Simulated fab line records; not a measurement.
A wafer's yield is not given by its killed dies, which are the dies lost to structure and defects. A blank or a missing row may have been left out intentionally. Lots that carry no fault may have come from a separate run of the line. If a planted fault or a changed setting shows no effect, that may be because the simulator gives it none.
Which tool is to blame? | flow berkeley cmos170 | 42 wafers from 14 lots sampled at 4 of the route's 331 steps

WHAT THE GAUGES READ, wafer by wafer
UCB170_PFIELD_OVL_MEAS_06. Usual: PFIELD_OVL gives -2 nm (standard deviation 5.1).
lot  | measured    | on         | PFIELD_OVL (nm) | flag
L269 | day 4 16:47 | overlay-01 | -3 0 -1         |
L270 | day 5 04:22 | overlay-01 | -11 -6 -8       |
L272 | day 5 04:31 | overlay-02 | 0 3 5           |
L271 | day 5 04:47 | overlay-02 | -12 -7 -9       |
L277 | day 5 19:14 | overlay-01 | 6 -1 0          |
L278 | day 5 19:17 | overlay-02 | -4 -1 3         |
L275 | day 5 19:31 | overlay-01 | 0 -6 1          |
L276 | day 5 19:38 | overlay-02 | 8 7 7           |
L280 | day 6 13:06 | overlay-02 | -5 0 -7         |
L279 | day 6 14:29 | overlay-01 | -1 -9 -7        |
L281 | day 6 22:44 | overlay-02 | -1 0 -2         |
L290 | day 8 16:46 | overlay-01 | -8 -5 -8        |
L291 | day 9 05:25 | overlay-01 | -9 -7 -6        |
L292 | day 9 12:49 | overlay-01 | 0 -7 -7         |

UCB170_PLDD_OVL_MEAS_07. Usual: PLDD_OVL gives 4 nm (standard deviation 5.5).
lot  | measured     | on         | PLDD_OVL (nm) | flag
L269 | day 6 14:54  | overlay-02 | 6 7 5         |
L270 | day 7 00:19  | overlay-02 | 6 -1 2        |
L272 | day 7 00:01  | overlay-01 | -5 3 0        |
L271 | day 7 00:40  | overlay-01 | 4 3 0         |
L277 | day 7 15:04  | overlay-02 | 7 2 8         |
L278 | day 7 14:26  | overlay-01 | 0 -1 2        |
L275 | day 7 15:18  | overlay-01 | 14 10 11      |
L276 | day 7 15:11  | overlay-01 | -11 -15 -2    |
L280 | day 8 14:40  | overlay-01 | 0 0 -1        |
L279 | day 8 14:13  | overlay-02 | 0 -2 -4       |
L281 | day 8 19:00  | overlay-02 | 14 0 1        |
L290 | day 10 16:36 | overlay-01 | 0 2 2         |
L291 | day 11 04:04 | overlay-02 | 3 8 13        |
L292 | day 11 07:25 | overlay-02 | 11 15 9       |

UCB170_NSD_CD_MEAS_06: the cd target is 1200 nm. Usual: cd nm at 1199.9 nm, with a standard deviation of 1.1.
lot  | measured     | on        | cd nm (nm)                                | flag
L269 | day 7 01:42  | cd sem-02 | 1200.0 1200.8 1199.2                      |
L270 | day 7 12:43  | cd sem-02 | 1200.9 1201.0 1200.3                      |
L272 | day 7 12:51  | cd sem-02 | 1199.5 1198.1 1200.7                      |
L271 | day 7 12:27  | cd sem-02 | 1199.4 1199.0 1199.4                      |
L277 | day 8 02:48  | cd sem-02 | 1198.8 1201.8 1200.0                      |
L278 | day 8 02:37  | cd sem-02 | 1199.8 1200.2 1200.2                      |
L275 | day 8 02:19  | cd sem-01 | 1200.5 1201.5 1198.6                      |
L276 | day 8 02:13  | cd sem-02 | 1200.9 1201.9 1201.4                      |
L280 | day 9 01:02  | cd sem-01 | 1206.7 1207.4 1207.4 1206.7 1207.4 1207.3 | OFF
L279 | day 9 01:17  | cd sem-01 | 1200.9 1200.1 1200.9                      |
L281 | day 9 08:05  | cd sem-02 | 1205.6 1206.0 1206.2 1206.0 1206.1 1206.3 | OFF
L290 | day 11 05:07 | cd sem-01 | 1198.8 1200.2 1199.6                      |
L291 | day 11 14:14 | cd sem-02 | 1201.1 1199.2 1198.3                      |
L292 | day 11 19:32 | cd sem-01 | 1200.0 1199.3 1198.8                      |

EACH LOT AND THE TOOL THAT RAN IT (in order: tool; ch and the chambers of the sampled wafers; start)
lot  | UCB170_NSD_SOFTBAKE_02
L269 | litho track-04 ch 0, day 7 00:51
L270 | litho track-02 ch 0, day 7 11:36
L272 | litho track-01 ch 0, day 7 11:48
L271 | litho track-04 ch 0, day 7 11:26
L277 | litho track-01 ch 0, day 8 01:59
L278 | litho track-04 ch 0, day 8 01:52
L275 | litho track-02 ch 0, day 8 01:37
L276 | litho track-01 ch 0, day 8 01:32
L280 | litho track-01 ch 0, day 9 00:23
L279 | litho track-02 ch 0, day 9 00:44
L281 | litho track-01 ch 0, day 9 07:26
L290 | litho track-02 ch 0, day 11 04:09
L291 | litho track-02 ch 0, day 11 13:32
L292 | litho track-01 ch 0, day 11 18:40
- UCB170_NSD_SOFTBAKE_02: time 60 s.

WHAT THE TOOLS THEMSELVES READ (means of the sampled wafers that have a number; where no wafer has one, the mark that the record gives instead)
UCB170_NSD_SOFTBAKE_02. Usual: heater power total W 56.80 W, standard deviation 0.044; plate temp C 130.02 C, standard deviation 0.12.
lot  | tool           | heater power total W (W) | plate temp C (C) | flag
L269 | litho track-04 | 56.82                    | 129.90           |
L270 | litho track-02 | 56.81                    | 130.00           |
L272 | litho track-01 | 56.80                    | 129.95           |
L271 | litho track-04 | 56.80                    | 129.96           |
L277 | litho track-01 | 56.77                    | 129.90           |
L278 | litho track-04 | 56.76                    | 130.10           |
L275 | litho track-02 | 56.79                    | 130.22           |
L276 | litho track-01 | 56.80                    | 129.92           |
L280 | litho track-01 | 58.17                    | 132.69           | OFF
L279 | litho track-02 | 56.76                    | 130.07           |
L281 | litho track-01 | 58.19                    | 132.54           | OFF
L290 | litho track-02 | 56.79                    | 130.13           |
L291 | litho track-02 | 56.86                    | 130.02           |
L292 | litho track-01 | 56.79                    | 129.93           |

THE ANSWER, worked out from the rows above alone
Rule: lot off if the mean of its wafers having a number is beyond 3 standard deviations from the usual mean. A lot without any number at a reading at which 4 lots or more have one is off too. All remaining lots with rows at the step are treated as sound. Order of review: gauges by route order, followed by the tools' own readings, for which a lot's mean as printed above is used. The first step at which some lot is off is used, and at that step the reading that is off furthest; a lot without a number counts as furthest.
Off: L280, L281, at UCB170_NSD_CD_MEAS_06 (cd nm).
A tool fits if, at a process step before that reading, it ran every lot that is off, and no sound lot after the first of them. Not tried: the gauges at UCB170_NSD_CD_MEAS_06; whatever is off there is also off at UCB170_NSD_SOFTBAKE_02, on other tools, and gauge error can't account for it. Not one of the candidates tried fits.

WHAT HAD BEEN PUT IN BY THE SIMULATOR
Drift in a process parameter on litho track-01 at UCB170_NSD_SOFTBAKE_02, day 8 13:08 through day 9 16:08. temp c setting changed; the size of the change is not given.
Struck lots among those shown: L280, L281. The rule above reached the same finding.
